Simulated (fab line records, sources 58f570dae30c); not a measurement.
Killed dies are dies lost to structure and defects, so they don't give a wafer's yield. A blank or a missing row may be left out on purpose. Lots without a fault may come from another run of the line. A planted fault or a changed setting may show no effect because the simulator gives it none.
Problem report in the 8D (eight disciplines) form, filled by code | flow berkeley_cmos170 | the parts of the form that need people (team, actions taken, sign-off) are left out

1. THE PROBLEM
CONTACT_PSG_THK at UCB170_CONTACT_THK_MEAS_02 reads a mean of 752 nm on 6 wafers of 2 lots; wafers without a fault read 700 nm with a standard deviation of 7.6. That is +6.8 standard deviations from the usual mean.
First seen on wafer L796.1, day 9 06:24, on film_metro-01. The record holds 42 wafers of 14 lots with a number at this step. Rule for "out", or "out of limits": more than 4 standard deviations from the usual mean. The other wafers with a number count as sound.

2. WHAT IT IS AND WHAT IT IS NOT
question                    | is                           | is not
which readings at this step | CONTACT_PSG_THK              | -
which lots                  | L796, L797                   | L784, L785, L786, L787, L788, L789, L790, L791, L799, L801, L803, L806
which wafers of those lots  | all that have a number       | -
read on which gauges        | film_metro-01, film_metro-02 | film_metro-03
when                        | from day 9 06:24             | up to then (24 sound wafers); but 12 sound wafers of L799, L801, L803, L806 came after

3. SUSPECTS, AND WHAT RULES EACH OUT
Counting: a tool at a process step up to the reading stays a suspect if it ran every lot that is out and no sound lot after the first of them.
- the gauge at UCB170_CONTACT_THK_MEAS_02: ruled out. The wafers that are out were read on 2 gauges (film_metro-01, film_metro-02).
- lpcvd-01 at UCB170_CONTACT_CVD_01 (deposits PSG from SiH4/O2/PH3, target thk 700 nm, time 2820 s): kept. It ran every lot that is out, first L796 (day 9 04:37), and no sound lot after that; its last sound lot up to then is L790 (day 7 22:29). Its own readings are out on those wafers: sih4_flow_sccm.
Left after counting: lpcvd-01 at UCB170_CONTACT_CVD_01.

4. THE CAUSE (what the simulator had put in)
Process parameter drift: lpcvd-01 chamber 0, from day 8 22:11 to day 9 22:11, at UCB170_CONTACT_CVD_01. Setting sih4_flow_sccm, moved by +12, from 60. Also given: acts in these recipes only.
Counting left only this tool.

5. THE CHAIN OF EFFECTS, in route order
Each row: a reading whose mean over the struck wafers that have a number lies more than 3 standard deviations from the usual. Only readings for which the record gives a usual standard deviation are gone through. hours: the time from each lot's start at the first step in this table that gives one to its start at this step, as a median over the lots. sigmas: the change in usual standard deviations.
hours | step                       | reading         | usual      | on struck wafers | change | sigmas
0     | UCB170_CONTACT_CVD_01      | sih4_flow_sccm  | 60.01 sccm | 71.89            | +11.88 | +74
2     | UCB170_CONTACT_THK_MEAS_02 | CONTACT_PSG_THK | 700 nm     | 752              | +52    | +6.8
-     | UCB170_CONTACT_ETCH_18     | oes_product_au  | 0.899 a.u. | 0.940            | +0.041 | +4.1
The process steps in it:
- UCB170_CONTACT_CVD_01: deposits PSG from SiH4/O2/PH3, target thk 700 nm, time 2820 s.
- UCB170_CONTACT_ETCH_18: etches PSG in CHF3/CF4/Ar, stops on TiSi2, target depth 840 nm, time 195 s.

6. WHAT WOULD HAVE CAUGHT IT SOONER
In this record the first reading out of limits at a measuring or inspecting step was taken at day 9 06:24, 8 hours after the fault began at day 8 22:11.
The tool's own readings at UCB170_CONTACT_CVD_01 were out on every struck wafer that the step has a row for (sih4_flow_sccm): an alarm limit on them would have fired on the first of those.
Of the lots that are out (2), L797 began UCB170_CONTACT_CVD_01 on lpcvd-01 after day 9 06:24. A hold on the tool at that time would have spared it.
